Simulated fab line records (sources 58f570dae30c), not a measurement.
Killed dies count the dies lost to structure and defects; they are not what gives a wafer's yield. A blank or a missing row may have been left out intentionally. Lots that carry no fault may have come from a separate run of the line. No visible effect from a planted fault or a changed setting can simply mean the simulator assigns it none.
Which of the tools did it? | flow berkeley_cmos170 | 42 wafers from 14 lots sampled at 6 of the route's 331 steps

== WHAT EACH GAUGE READ, for each wafer ==
UCB170_GATE_OVL_MEAS_13. Usual: GATE_OVL -2 nm, standard deviation 6.6.
lot  | measured     | on         | GATE_OVL (nm) | flag
L498 | day 5 23:02  | overlay-01 | -1 -10 -11    |
L500 | day 6 13:22  | overlay-02 | -5 -11 -7     |
L501 | day 6 13:30  | overlay-01 | 8 7 7         |
L503 | day 7 03:28  | overlay-02 | 1 2 11        |
L502 | day 7 03:40  | overlay-01 | -9 -8 0       |
L504 | day 7 20:04  | overlay-01 | 0 9 -3        |
L505 | day 7 20:16  | overlay-01 | -6 3 -11      |
L507 | day 7 20:31  | overlay-02 | 3 -3 -9       |
L506 | day 7 20:46  | overlay-02 | -12 -7 -21    |
L511 | day 8 23:08  | overlay-02 | -7 2 -6       |
L513 | day 9 13:56  | overlay-02 | 7 9 -3        |
L517 | day 9 17:30  | overlay-01 | 2 -9 -2       |
L516 | day 9 17:37  | overlay-02 | 1 5 -5        |
L520 | day 10 09:53 | overlay-01 | 2 -5 -3       |

UCB170_PLDD_TW_MEAS_11. Usual: PLDD_TW 1009, standard deviation 12.
lot  | measured     | on            | PLDD_TW        | flag
L498 | day 6 02:12  | film_metro-01 | 995 997 996    |
L500 | day 6 17:04  | film_metro-01 | 990 998 1002   |
L501 | day 6 17:11  | film_metro-03 | 1024 1026 1019 |
L503 | day 7 06:19  | film_metro-02 | 1012 1011 1010 |
L502 | day 7 06:04  | film_metro-01 | 999 995 998    |
L504 | day 7 22:06  | film_metro-02 | 1012 1013 1011 |
L505 | day 7 22:32  | film_metro-03 | 1020 1020 1019 |
L507 | day 7 22:44  | film_metro-01 | 999 997 996    |
L506 | day 7 23:08  | film_metro-03 | 1019 1023 1028 |
L511 | day 9 01:31  | film_metro-01 | 995 993 990    |
L513 | day 9 19:36  | film_metro-02 | 1015 1007 1014 |
L517 | day 9 20:07  | film_metro-03 | 1027 1028 1023 |
L516 | day 9 20:14  | film_metro-01 | 995 995 993    |
L520 | day 10 12:05 | film_metro-01 | 1006 1007 1008 |

UCB170_SDANNEAL_RS_MEAS_03: measurement is done with a four-point probe. Usual: NSD_RS 37.26 ohm/sq, standard deviation 0.083.
lot  | measured     | on            | NSD_RS (ohm/sq)   | flag
L498 | day 6 15:14  | film_metro-03 | 37.29 37.19 37.20 |
L500 | day 7 07:45  | film_metro-02 | 37.05 37.10 37.16 |
L501 | day 7 07:35  | film_metro-03 | 37.32 37.34 37.32 |
L503 | day 7 19:09  | film_metro-03 | 37.29 37.18 37.31 |
L502 | day 7 19:05  | film_metro-01 | 37.16 37.18 37.14 |
L504 | day 8 09:10  | film_metro-03 | 37.14 37.24 37.33 |
L505 | day 8 09:46  | film_metro-02 | 37.21 37.22 37.27 |
L507 | day 8 09:48  | film_metro-03 | 37.30 37.24 37.19 |
L506 | day 8 10:24  | film_metro-02 | 37.37 37.35 37.20 |
L511 | day 9 21:58  | film_metro-03 | 37.41 37.47 37.37 |
L513 | day 10 10:07 | film_metro-01 | 37.16 37.27 37.20 |
L517 | day 10 11:14 | film_metro-03 | 38.46 38.51 38.52 | OFF
L516 | day 10 10:25 | film_metro-03 | 37.29 37.31 37.38 |
L520 | day 11 00:23 | film_metro-02 | 38.36 38.40 38.44 | OFF

UCB170_SILICIDE_RS_MEAS_02: measurement is done with a four-point probe. Usual: SILICIDE_TI_RS 26.1 ohm/sq, standard deviation 0.36.
lot  | measured     | on            | SILICIDE_TI_RS (ohm/sq) | flag
L498 | day 6 15:42  | film_metro-03 | 25.7 26.0 25.5          |
L500 | day 7 08:12  | film_metro-01 | 26.1 26.3 25.6          |
L501 | day 7 08:03  | film_metro-04 | 26.6 25.9 26.7          |
L503 | day 7 19:37  | film_metro-01 | 25.4 25.8 25.5          |
L502 | day 7 19:32  | film_metro-04 | 26.4 26.2 26.3          |
L504 | day 8 09:37  | film_metro-01 | 26.3 26.2 26.2          |
L505 | day 8 10:13  | film_metro-04 | 27.1 26.4 26.9          |
L507 | day 8 10:16  | film_metro-01 | 25.7 25.9 26.0          |
L506 | day 8 10:52  | film_metro-04 | 25.8 26.2 25.8          |
L511 | day 9 22:25  | film_metro-04 | 26.1 26.8 26.0          |
L513 | day 10 10:34 | film_metro-01 | 26.1 26.1 26.0          |
L517 | day 10 11:42 | film_metro-04 | 26.3 25.8 26.3          |
L516 | day 10 10:53 | film_metro-04 | 25.6 25.8 25.6          |
L520 | day 11 00:51 | film_metro-01 | 26.2 25.8 25.9          |

== TOOL THAT RAN EACH LOT (tool first, then ch and the chambers of the sampled wafers, then the start) ==
lot  | UCB170_NSD_IMPLANT_08           | UCB170_NSD_STRIP_09
L498 | implanter-02 ch 0, day 6 11:56  | plasma_asher-02 ch 0,1, day 6 12:05
L500 | implanter-02 ch 0, day 7 04:13  | plasma_asher-01 ch 0,1, day 7 04:22
L501 | implanter-02 ch 0, day 7 04:27  | plasma_asher-04 ch 0,1, day 7 04:34
L503 | implanter-01 ch 0, day 7 17:38  | plasma_asher-02 ch 0,1, day 7 17:47
L502 | implanter-02 ch 0, day 7 17:21  | plasma_asher-04 ch 0,1, day 7 17:30
L504 | implanter-02 ch 0, day 8 07:31  | plasma_asher-04 ch 0,1, day 8 07:40
L505 | implanter-02 ch 0, day 8 08:19  | plasma_asher-01 ch 0,1, day 8 08:26
L507 | implanter-01 ch 0, day 8 08:10  | plasma_asher-04 ch 0,1, day 8 08:19
L506 | implanter-03 ch 0, day 8 08:46  | plasma_asher-01 ch 0,1, day 8 08:55
L511 | implanter-03 ch 0, day 9 18:51  | plasma_asher-04 ch 0,1, day 9 18:59
L513 | implanter-01 ch 0, day 10 07:46 | plasma_asher-04 ch 0,1, day 10 07:53
L517 | implanter-02 ch 0, day 10 08:29 | plasma_asher-04 ch 0,1, day 10 08:37
L516 | implanter-01 ch 0, day 10 08:02 | plasma_asher-02 ch 0,1, day 10 08:10
L520 | implanter-02 ch 0, day 10 22:55 | plasma_asher-01 ch 0,1, day 10 23:03
- UCB170_NSD_IMPLANT_08
- UCB170_NSD_STRIP_09: strips in O2.

== WHAT THE TOOLS THEMSELVES READ (means of the sampled wafers that have a number; where no wafer has one, the mark that the record gives instead) ==
UCB170_NSD_IMPLANT_08. Usual: beam_energy_keV reads 39.997 (standard deviation 0.011).
lot  | tool         | beam_energy_keV | flag
L498 | implanter-02 | 39.999          |
L500 | implanter-02 | 39.984          |
L501 | implanter-02 | 39.996          |
L503 | implanter-01 | 40.006          |
L502 | implanter-02 | 39.989          |
L504 | implanter-02 | 40.003          |
L505 | implanter-02 | 40.021          |
L507 | implanter-01 | 39.993          |
L506 | implanter-03 | 39.987          |
L511 | implanter-03 | 39.993          |
L513 | implanter-01 | 40.004          |
L517 | implanter-02 | 36.260          | OFF
L516 | implanter-01 | 39.991          |
L520 | implanter-02 | 36.250          | OFF

UCB170_NSD_STRIP_09. Usual: drypump_motor_current_A 5.5 A, standard deviation 0.34; oes_product_au 0.534 a.u., standard deviation 0.0049; strip_time_to_endpoint_s 35.84 s, standard deviation 0.075.
lot  | tool            | drypump_motor_current_A (A) | oes_product_au (a.u.) | strip_time_to_endpoint_s (s) | flag
L498 | plasma_asher-02 | 6.0                         | 0.532                 | 35.83                        |
L500 | plasma_asher-01 | 5.3                         | 0.535                 | 36.00                        |
L501 | plasma_asher-04 | 5.4                         | 0.538                 | 35.90                        |
L503 | plasma_asher-02 | 6.0                         | 0.530                 | 35.76                        |
L502 | plasma_asher-04 | 5.4                         | 0.535                 | 35.92                        |
L504 | plasma_asher-04 | 5.4                         | 0.529                 | 35.88                        |
L505 | plasma_asher-01 | 5.5                         | 0.529                 | 35.88                        |
L507 | plasma_asher-04 | 5.4                         | 0.533                 | 35.92                        |
L506 | plasma_asher-01 | 5.3                         | 0.533                 | 35.81                        |
L511 | plasma_asher-04 | 5.4                         | 0.535                 | 35.78                        |
L513 | plasma_asher-04 | 5.4                         | 0.536                 | 35.78                        |
L517 | plasma_asher-04 | 5.4                         | 0.545                 | 34.46                        | OFF
L516 | plasma_asher-02 | 5.9                         | 0.536                 | 35.87                        |
L520 | plasma_asher-01 | 5.3                         | 0.551                 | 34.52                        | OFF

== THE ANSWER, worked out from the rows above alone ==
Rule: lot off if the mean of its wafers having a number is beyond 3 standard deviations from the usual mean. Also off: a lot with no number at a reading for which 4 or more lots have one. The other lots that the step has rows for count as sound. The gauges are gone through in route order, then the tools' own readings, and for those a lot's mean is taken as printed above. At the first step where some lot is off, the reading lying furthest off is the one used; lots without a number count as furthest.
Off: L517, L520, seen at UCB170_SDANNEAL_RS_MEAS_03 (NSD_RS).
If a tool, at a process step before that reading, ran all the lots that are off and no sound lot after the first of them, it fits. Not tried: the gauges at UCB170_SDANNEAL_RS_MEAS_03; whatever is off there is also off at UCB170_NSD_IMPLANT_08, on other tools, and gauge error can't account for it. One fits: UCB170_NSD_IMPLANT_08 on implanter-02. Its last sound lot is L505 (day 8 08:19), its first lot that is off L517 (day 10 08:29): a fault that began between those two fits.
On the lots that are off, the tool's own readings at UCB170_NSD_IMPLANT_08 differ by more than 5 times the standard deviation of the sound lots' means, which bears it out; beam_energy_keV reads 36.255 there versus 39.997 on the sound lots.

== WHAT WAS PUT IN BY THE SIMULATOR ==
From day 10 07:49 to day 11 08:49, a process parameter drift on implanter-02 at UCB170_NSD_IMPLANT_08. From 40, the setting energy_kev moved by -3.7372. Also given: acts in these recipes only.
Lots struck among those shown: L517, L520. The same result came from the rule above.
